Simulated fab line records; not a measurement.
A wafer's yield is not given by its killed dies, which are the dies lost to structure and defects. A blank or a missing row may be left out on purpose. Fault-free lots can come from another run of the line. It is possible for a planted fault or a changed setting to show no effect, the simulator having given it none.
Lot-split experiment    flow berkeley cmos170    route with 331 steps; 5 lots, 23 wafers read

THE SPLIT
At UCB170_V2_EXPOSE_09 (exposes mask VIA2, target cd 700 nm), the setting dose mj was moved away from the recipe's 37 on 9 of the 23 wafers read, by -3.7% to +4.8%. All remaining wafers had this setting at the recipe value.

FROM THE SPLIT TO THE READING: what the file shows between them, 5 steps
- UCB170_V2_PEB_10
- UCB170_V2_DEVELOP_11: develop time 45 s
- UCB170_V2_CD_MEAS_12: target cd 700 nm
- UCB170_V2_ETCH_14: etches SiO2 in CHF3/CF4/Ar, stops on Al, target depth 1250 nm, time 291 s
- UCB170_V2_STRIP_15: strips in O2

THE READING
cd nm at UCB170_V2_CD_MEAS_90, given in nm (cd target 700 nm). Typical for fault-free wafers on this fab line: 699.6 nm, with standard deviation 1.9 nm.

wafer   tool, chamber at the split  dose mj as run  against the recipe  cd nm, nm  against lot-mates on the recipe
L074.1  krf scanner-02, 0           37              recipe              699.8      -
L074.2  krf scanner-02, 0           38.48           +4.0%               704.5      +4.2
L074.3  krf scanner-02, 0           38.48           +4.0%               706.6      +6.4
L074.4  krf scanner-02, 0           38.48           +4.0%               705.9      +5.6
L074.5  krf scanner-02, 0           37              recipe              700.7      -
L079.1  krf scanner-01, 0           37              recipe              700.6      -
L079.5  krf scanner-01, 0           37              recipe              701.2      -
L079.6  krf scanner-01, 0           37              recipe              699.0      -
L078.1  krf scanner-01, 0           37              recipe              697.3      -
L078.2  krf scanner-01, 0           37              recipe              696.1      -
L078.3  krf scanner-01, 0           38.76           +4.8%               704.6      +7.2
L078.5  krf scanner-01, 0           38.76           +4.8%               706.7      +9.3
L078.6  krf scanner-01, 0           37              recipe              698.9      -
L084.1  krf scanner-02, 0           35.71           -3.5%               694.2      -8.5
L084.2  krf scanner-02, 0           35.71           -3.5%               697.3      -5.4
L084.3  krf scanner-02, 0           37              recipe              702.1      -
L084.4  krf scanner-02, 0           37              recipe              703.0      -
L084.6  krf scanner-02, 0           37              recipe              703.1      -
L085.1  krf scanner-01, 0           35.62           -3.7%               694.4      -6.0
L085.2  krf scanner-01, 0           37              recipe              701.5      -
L085.3  krf scanner-01, 0           37              recipe              700.1      -
L085.5  krf scanner-01, 0           37              recipe              699.6      -
L085.6  krf scanner-01, 0           35.62           -3.7%               694.7      -5.7

THE FIT
A straight line over all 23 wafers: cd nm changes by +1.32 nm for each +1% of dose mj; r = +0.89; the points scatter about the line by 1.7 nm.
The same after taking each lot's own level away (the mean of its wafers on the recipe; 23 wafers): +1.63 nm for each +1%; r = +0.97; scatter 1.1 nm.
That fit puts the effect of the largest move of dose mj on the reading at 7.8 nm.
Measured against the standard deviation above, the lots' own levels, which go from 697.43 to 702.73 nm, span 2.8 times it.
So the slope is not independent of the lot-to-lot level: the two fits are not the same.
Check: for one of the wafers moved furthest among these (+4.8%), held out of the fit, the line's prediction against its lot-mates is +7.64 nm. It came out at +7.17 nm against them.

OTHER SPLITS ON THESE WAFERS
These wafers also went through other splits before the reading. Each is held against what the fit with the lots' levels taken away leaves over:
other split on the same wafers       wafers away from the commonest value  r with cd nm (lot level and that fit taken away)
UCB170_V1_EXPOSE_09 dose mj          7                                     +0.05
UCB170_V2_CVD_00 time s              11                                    +0.31
UCB170_V2_CMP_02 leave above ref nm  9                                     +0.03

THE WHOLE CHAIN: every reading that the file lists as answering this split, in the file's order
step                  what it does                                                               reading                                                    change (the file's fit)               r (the file's)
UCB170_V2_CD_MEAS_12  target cd 700 nm                                                           cd nm                                                      +1.56 nm for each +1% of the setting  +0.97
UCB170_V2_ETCH_14     etches SiO2 in CHF3/CF4/Ar, stops on Al, target depth 1250 nm, time 291 s  V2.cd nm (the simulator's own value, which no gauge read)  +1.62 nm for each +1% of the setting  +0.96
UCB170_V2_CD_MEAS_90  target cd 700 nm                                                           cd nm                                                      +1.66 nm for each +1% of the setting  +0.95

THE FILE'S OWN FIT
cd nm changes by +1.66 nm for each +1% of dose mj, r = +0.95.
